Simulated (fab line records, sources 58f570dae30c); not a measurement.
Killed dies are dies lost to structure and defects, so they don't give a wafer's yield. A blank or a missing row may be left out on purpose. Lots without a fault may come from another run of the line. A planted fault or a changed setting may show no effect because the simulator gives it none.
Problem report in the 8D (eight disciplines) form, filled by code | flow berkeley_cmos170 | the parts of the form that need people (team, actions taken, sign-off) are left out

1. THE PROBLEM
WELLDRIVE_OXIDE_THK at UCB170_WELLDRIVE_THK_MEAS_02 reads a mean of 181 nm on 6 wafers of 2 lots; wafers without a fault read 199 nm with a standard deviation of 3.4. That is -5.2 standard deviations from the usual mean.
First seen on wafer L263.1, day 6 12:16, on film_metro-03. The record holds 42 wafers of 14 lots with a number at this step. Rule for "out", or "out of limits": more than 4 standard deviations from the usual mean. The other wafers with a number count as sound.

2. WHAT IT IS AND WHAT IT IS NOT
question                    | is                           | is not
which readings at this step | WELLDRIVE_OXIDE_THK          | -
which lots                  | L263, L264                   | L249, L250, L255, L257, L258, L260, L261, L266, L267, L270, L271, L272
which wafers of those lots  | all that have a number       | -
read on which gauges        | film_metro-03, film_metro-04 | film_metro-02
when                        | from day 6 12:16             | up to then (21 sound wafers); but 15 sound wafers of L266, L267, L270, L271, L272 came after

3. SUSPECTS, AND WHAT RULES EACH OUT
Counting: a tool at a process step up to the reading stays a suspect if it ran every lot that is out and no sound lot after the first of them.
- the gauge at UCB170_WELLDRIVE_THK_MEAS_02: ruled out. The wafers that are out were read on 2 gauges (film_metro-03, film_metro-04).
- furnace-02 at UCB170_WELLDRIVE_OXIDATION_01 (target thk 199 nm, ox time 9000 s): kept. It ran every lot that is out, first L263 (day 6 08:46), and no sound lot after that; its last sound lot up to then is L260 (day 5 14:10). Its own readings are out on those wafers: spike_tc_centre_C, spike_tc_load_C, spike_tc_source_C.
Left after counting: furnace-02 at UCB170_WELLDRIVE_OXIDATION_01.

4. THE CAUSE (what the simulator had put in)
Process parameter drift: furnace-02, from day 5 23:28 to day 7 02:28, at UCB170_WELLDRIVE_OXIDATION_01. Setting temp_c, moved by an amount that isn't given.
Counting left only this tool.

5. THE CHAIN OF EFFECTS, in route order
Each row: a reading whose mean over the struck wafers that have a number lies more than 3 standard deviations from the usual. Only readings for which the record gives a usual standard deviation are gone through. hours: the time from each lot's start at the first step in this table that gives one to its start at this step, as a median over the lots. sigmas: the change in usual standard deviations.
hours | step                          | reading             | usual    | on struck wafers | change | sigmas
0     | UCB170_WELLDRIVE_OXIDATION_01 | spike_tc_centre_C   | 1102.1 C | 1085.5           | -16.6  | -13
0     | UCB170_WELLDRIVE_OXIDATION_01 | spike_tc_load_C     | 1130.2 C | 1111.7           | -18.5  | -6.2
0     | UCB170_WELLDRIVE_OXIDATION_01 | spike_tc_source_C   | 1125.4 C | 1109.1           | -16.3  | -15
4     | UCB170_WELLDRIVE_THK_MEAS_02  | WELLDRIVE_OXIDE_THK | 199 nm   | 181              | -18    | -5.2
The process steps in it:
- UCB170_WELLDRIVE_OXIDATION_01: target thk 199 nm, ox time 9000 s.
Later measuring or inspecting steps at which every struck wafer that the step has a row for has a number for every such reading, and none has moved that far: UCB170_ACTIVE_OVL_MEAS_14.

6. WHAT WOULD HAVE CAUGHT IT SOONER
In this record the first reading out of limits at a measuring or inspecting step was taken at day 6 12:16, 13 hours after the fault began at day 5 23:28.
The tool's own readings at UCB170_WELLDRIVE_OXIDATION_01 were out on every struck wafer that the step has a row for (spike_tc_centre_C, spike_tc_load_C, spike_tc_source_C): an alarm limit on them would have fired on the first of those.
All the lots that are out (2) had begun UCB170_WELLDRIVE_OXIDATION_01 on furnace-02 by day 6 12:16. A hold on the tool at that time would have spared none of them.
